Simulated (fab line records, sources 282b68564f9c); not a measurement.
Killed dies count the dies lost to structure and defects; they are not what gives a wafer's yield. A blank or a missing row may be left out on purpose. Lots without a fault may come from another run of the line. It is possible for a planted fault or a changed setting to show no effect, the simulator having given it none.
Comparing a struck lot with a sound one :: flow rit cmos :: 28 steps out of a route of 202
Sound: wafers L832.2, L832.3, L832.5. Struck: wafers L844.1, L844.5 (left out: L844.2, a lot-mate that was not struck); the cause follows at the end.
Order at every step that has rows: each side's tool, ch and its chambers, its first start. Under that, the readings that differ: sound wafers :: struck wafers :: difference of the means :: sigmas: that difference in standard deviations of wafers without a fault.
alike: same words and numbers on both sides, and readings whose means sit less than 2 such deviations apart. not compared: any withheld reading, any reading some wafer has no value for, any bound like >300 that may hide the same value, and any number with overlapping values for which the record gives no deviation.
Wherever a step has rows on one side only, a row that says differs or no value, or a row with sigmas, the two part there. Non-overlapping numbers with no deviation appear without sigmas and do not part them. Lack of a reading on every wafer of one side parts them only where that side has two or more wafers.

RIT_SDANNEAL_RTA_03: time 5 s.
  sound on rtp anneal-01 ch 0, day 4 03:32; struck on rtp anneal-01 ch 0, day 6 14:28
  alike: wafer_temp_C_max
RIT_SDANNEAL_RS_MEAS_04: uses a four-point probe to measure.
  sound on film metro-02 at day 4 03:36; struck on film metro-02 at day 6 14:32
reading: PSD_RS (ohm/sq)
sound: 115.43 115.64 115.60
struck: 116.29 116.34
difference: +0.76
sigmas: +3
RIT_SDANNEAL_RS_MEAS_05: uses a four-point probe to measure.
  sound on film metro-02 at day 4 03:43; struck on film metro-02 at day 6 14:39
  alike: NSD_RS
RIT_SDANNEAL_RS_MEAS_06: uses a four-point probe to measure.
  sound on film metro-02 at day 4 03:50; struck on film metro-02 at day 6 14:46
  alike: PLDD_RS
RIT_SDANNEAL_RS_MEAS_07: uses a four-point probe to measure.
  sound on film metro-02 at day 4 03:58; struck on film metro-02 at day 6 14:53
  alike: NLDD_RS
then, 1 step without rows for these wafers: RIT_SILICIDE_WET_ETCH_00 (etches SiO2 in BOE, target depth 14 nm, time 15 s).
RIT_SILICIDE_SPUTTER_01: material Ti, target thk 30 nm, time 240 s.
  sound on pvd sputter-01 at day 4 04:04; struck on pvd sputter-01 at day 6 15:01
  alike: cathode dc power W, throttle valve pct
RIT_SILICIDE_RS_MEAS_02: uses a four-point probe to measure.
  sound on film metro-02 at day 4 04:14; struck on film metro-03 at day 6 15:10
  alike: SILICIDE_TI_RS
RIT_SILICIDE_THK_MEAS_03: measures by xrf.
  sound on film metro-02 at day 4 04:21; struck on film metro-03 at day 6 15:17
  alike: SILICIDE_TI_THK
RIT_SILICIDE_RTA_04: time 10 s, ramp up 5 s, ramp down 5 s.
  sound on rtp anneal-02 ch 0, day 4 04:25; struck on rtp anneal-02 ch 0, day 6 15:21
  alike: wafer_temp_C_max
then, 1 step without rows for these wafers: RIT_SILICIDE_WET_ETCH_05 (etches Ti in SPM, time 120 s).
RIT_SILICIDE_RTA_06: time 10 s, ramp up 5 s, ramp down 10 s.
  sound on rtp anneal-01 ch 0, day 4 04:32; struck on rtp anneal-01 ch 0, day 6 15:28
  alike: wafer_temp_C_max
RIT_CONTACT_CVD_00: deposits SiO2 from TEOS, target thk 400 nm, time 61 s.
  sound on pecvd-02 ch 0,1,2, day 4 04:35; struck on pecvd-02 ch 2, day 6 15:31
reading: model.SiO2_of_CONTACT_CVD_00.thk nm (nm)
sound: 395.8 396.5 401.5
struck: 699.6 714.6
difference: +309.2
sigmas: 
  alike: heater power w
RIT_CONTACT_THK_MEAS_01:
  sound on film metro-01 at day 4 04:38; struck on film metro-04 at day 6 15:48
reading: CONTACT_TEOS_THK (nm)
sound: 396 397 402
struck: 699 715
difference: +309
sigmas: +56
  not compared: hold
then, 5 steps without rows for these wafers: RIT_CONTACT_COAT_03 (resist thk 1000 nm); RIT_CONTACT_SOFTBAKE_04 (time 60 s); RIT_CONTACT_EXPOSE_05 (exposes mask M11, target cd 1000 nm); RIT_CONTACT_PEB_06; RIT_CONTACT_DEVELOP_07 (develop time 120 s).
RIT_CONTACT_CD_MEAS_08: target cd 1000 nm.
  sound on cd sem-01 at day 4 05:41; struck on cd sem-01 at day 6 19:34
  alike: cd nm
RIT_CONTACT_OVL_MEAS_09:
  sound on overlay-01 at day 4 05:47; struck on overlay-01 at day 6 19:41
  alike: CONTACT_OVL
then, 1 step without rows for these wafers: RIT_CONTACT_HARDBAKE_10 (time 60 s).
RIT_CONTACT_ETCH_11: etches SiO2 in CHF3/CF4/Ar, stops on TiSi2, target depth 480 nm, time 320 s.
  sound on rie diel-04 ch 0,1,3, day 4 06:05; struck on rie diel-01 ch 2,3, day 6 19:52
reading: model.etch.depth nm (nm)
sound: 395.8 396.5 401.5
struck: 447.4 485.3
difference: +68.4
sigmas: 

reading: model.CONTACT.feature depth nm (nm)
sound: 395.8 396.5 401.5
struck: 447.4 485.3
difference: +68.4
sigmas: 
  alike: chamber pressure mTorr, drypump motor current A, oes product au, throttle valve pct
  not compared: rf hours counter h
RIT_CONTACT_STRIP_12: strips in O2, time 180 s.
  sound on plasma asher-01 ch 0,1, day 4 06:16; struck on plasma asher-02 ch 0,1, day 6 20:04
reading: chamber pressure mTorr (mTorr)
sound: 4004 4005 4002
struck: 3989 4000
difference: -9
sigmas: -2
  alike: drypump motor current A
  not compared: rf hours counter h
RIT_CONTACT_CD_MEAS_90: target cd 1000 nm.
  sound on cd sem-02 at day 4 06:28; struck on cd sem-02 at day 6 20:14
  alike: cd nm
RIT_CONTACT_CLEAN_13: cleans in SC1, time 600 s.
  sound on wet bench-03 ch 2, day 4 06:34; struck on wet bench-01 ch 1, day 6 20:32
reading: model.SiO2_of_CONTACT_CVD_00.thk nm (nm)
sound: 391.7 392.4 397.4
struck: 695.5 710.5
difference: +309.2
sigmas: 
then, 1 step without rows for these wafers: RIT_CONTACT_CLEAN_14 (cleans in SC2, time 600 s).
RIT_M1_PROBE_99:
  sound on prober-01 at day 4 11:07; struck on prober-01 at day 7 01:43
reading: hold
sound: - - -
struck: await dispo/3.2h/release await dispo/3.2h/release
difference: no value on the sound wafers
sigmas: 

reading: killed at contacts
sound: 1 1 0
struck: 257 256
difference: +256
sigmas: +99 or more

reading: killed dies
sound: 5 7 11
struck: 264 264
difference: +256
sigmas: +92

reading: killed on rim
sound: 1 0 3
struck: 70 70
difference: +69
sigmas: +53
  alike: killed at front end, killed open, killed short

WHERE THEY PART
At RIT_SDANNEAL_RS_MEAS_04 first; at RIT_M1_PROBE_99 last (within this record only).

WHY: the cause the simulator had injected
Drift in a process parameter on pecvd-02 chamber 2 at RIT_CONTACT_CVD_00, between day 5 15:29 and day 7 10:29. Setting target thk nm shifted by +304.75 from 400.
